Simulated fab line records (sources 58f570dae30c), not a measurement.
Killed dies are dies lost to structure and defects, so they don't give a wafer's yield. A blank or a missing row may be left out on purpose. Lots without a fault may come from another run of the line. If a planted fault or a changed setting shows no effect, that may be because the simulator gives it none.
Struck lot and sound lot, side by side    flow berkeleyCmos170    14 steps out of a route of 331
Sound: wafers L725.2, L725.3, L725.5. Struck: wafers L717.2, L717.3, L717.5. At the end, the cause is stated.
Per side, at each step with rows, come the tool, then ch with its chambers, and then its first start. Under that, the readings that differ: sound wafers    struck wafers    difference of the means    sigmas: that difference in standard deviations of wafers without a fault.
alike: same words and numbers on both sides, and readings whose means sit less than 2 such deviations apart. not compared: any withheld reading, any reading some wafer has no value for, any bound like >300 that may hide the same value, and any number with overlapping values for which the record gives no deviation.
The two part at a step that has a row with sigmas, a row that says differs or no value, or rows on one side only. Numbers that don't overlap but have no deviation are shown without sigmas and don't part them. A reading missing from all wafers of one side parts the sides only when that side holds two or more wafers.

UCB170_M3_RS_MEAS_02: a four-point-probe measurement.
  struck on filmMetro-01, day 11 11:07; sound on filmMetro-02, day 12 18:21
  alike: M3_AL_RS
UCB170_M3_THK_MEAS_03: measures by xrf.
  struck on filmMetro-01, day 11 11:14; sound on filmMetro-02, day 12 18:28
  alike: M3_AL_THK
then, 3 steps without rows for these wafers: UCB170_M3_HMDS_04 (prime time 60 s); UCB170_M3_COAT_05 (resist thk 900 nm); UCB170_M3_SOFTBAKE_06 (time 60 s).
UCB170_M3_STRIP_07: strips in O2.
  sound on plasmaAsher-03 ch 0,1, day 12 18:58; struck on plasmaAsher-03 ch 0,1, day 11 11:49
  alike: drypumpMotorCurrentA, oesProductAu, stripTimeToEndpointS
  not compared: rfHoursCounterH
then, 6 steps without rows for these wafers: UCB170_M3_STRIP_08 (strips KrF in DMSO, time 600 s); UCB170_M3_COAT_09; UCB170_M3_COAT_10 (resist thk 900 nm); UCB170_M3_SOFTBAKE_11 (time 60 s); UCB170_M3_EXPOSE_12 (exposes mask METAL3, target cd 700 nm); UCB170_M3_PEB_13.
UCB170_M3_DEVELOP_14: develop time 45 s.
  struck on lithoTrack-03, day 11 13:00; sound on lithoTrack-03 ch 0, day 12 20:00
  no value came back on the struck wafers for chillPlateTempC (C), developTimeS (s), developerTempC (C); on the sound wafers chillPlateTempC (C) reads 23.02 23.04 23.11
reading                             sound              struck             difference  sigmas
model.KrF_of_M3_COAT_10.thkNm (nm)  888.1 888.6 886.1  899.9 899.3 898.2  +11.5       
UCB170_M3_CD_MEAS_15: the cd target is 700 nm.
  struck on cdSem-01, day 11 13:17; sound on cdSem-02, day 12 20:13
reading    sound              struck  difference                     sigmas
cdNm (nm)  700.2 699.2 698.0  - - -   no value on the struck wafers  

## WHERE THEY PART
At UCB170_M3_DEVELOP_14 first; at UCB170_M3_CD_MEAS_15 last (within this record only).

WHY: whatever the simulator had introduced
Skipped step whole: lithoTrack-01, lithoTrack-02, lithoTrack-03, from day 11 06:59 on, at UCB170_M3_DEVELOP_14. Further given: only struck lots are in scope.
